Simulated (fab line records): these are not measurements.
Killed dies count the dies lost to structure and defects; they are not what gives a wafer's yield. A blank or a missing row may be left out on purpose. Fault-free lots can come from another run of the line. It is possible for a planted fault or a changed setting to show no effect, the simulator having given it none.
The same fault as seen by 2 desks / flow berkeley cmos170 / numbers are kept per desk, each desk with only its own; the story behind them comes last

== FROM THE METROLOGY DESK ==
Means of the sampled wafers that have a number, per lot and without regard to the tool the lot ran on: this is what the gauges read. A lot is out of limits, marked OUT, if its mean lies more than 4 standard deviations from the usual mean; the brackets give that distance.
Columns: A = GATE_POLY_THK at UCB170_GATE_THK_MEAS_05, usual 214.6 nm; B = cd nm at UCB170_GATE_CD_MEAS_12, usual 349.7 nm; C = GATE_OVL at UCB170_GATE_OVL_MEAS_13, usual 0 nm
lot=L166; first seen here=day 7 10:08; A=213.0; B=349.8; C=3
lot=L168; first seen here=day 8 00:14; A=212.9; B=348.2; C=1
lot=L170; first seen here=day 8 16:22; A=214.4; B=348.8; C=8
lot=L181; first seen here=day 11 11:02; A=214.7; B=349.1; C=5
lot=L186; first seen here=day 12 13:38; A=215.6; B=349.9; C=-2
lot=L185; first seen here=day 12 13:38; A=212.7; B=349.3; C=4
Result from this desk: across the 6 lots, nothing is out of limits.

== AT THE TOOL OWNER'S DESK: rie si-01 ==
The tool's own readings at UCB170_GATE_ETCH_15 (etches poly-Si in HBr/Cl2, stops on SiO2, time 56.3 s, target depth 278.2 nm): means of the sampled wafers that have a number, for each lot that ran on this tool. A lot is out of limits, marked OUT, if its mean lies more than 4 standard deviations from the usual mean; the brackets give that distance.
Columns: A = drypump motor current A at UCB170_GATE_ETCH_15, usual 5.8 A; B = oes product au at UCB170_GATE_ETCH_15, usual 0.830 a.u.; C = rf fwd power W at UCB170_GATE_ETCH_15, usual 297.5 W; D = throttle valve pct at UCB170_GATE_ETCH_15, usual 26.51 %
lot=L168; first seen here=day 8 01:47; A=5.7; B=0.821; C=296.1; D=26.72
lot=L181; first seen here=day 11 12:44; A=5.9; B=0.833; C=279.5 (-13) OUT; D=26.54
lot=L185; first seen here=day 12 14:51; A=5.7; B=0.824; C=264.5 (-24) OUT; D=26.71
This desk finds L181, L185 out of limits, L181 being first, at day 11 12:44 (rf fwd power W at UCB170_GATE_ETCH_15). Within limits: L168.

== TAKEN TOGETHER ==
At day 11 12:44, on L181, L185, the tool owner's desk was in a position to raise an alarm.
The metrology desk saw nothing out of limits.
The metrology desk holds a record of L181, L185, inside its limits.
UCB170_GATE_ETCH_15 was run on rie si-01 by each of the lots named.

== WHAT HAD BEEN PUT IN BY THE SIMULATOR ==
rie si-01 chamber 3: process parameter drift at UCB170_GATE_ETCH_15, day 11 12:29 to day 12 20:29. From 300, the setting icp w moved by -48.
Shown lots that were struck: L181, L185.
How many hours passed from the start of the fault until each desk's first out-of-limits reading: the tool owner's desk, 0.
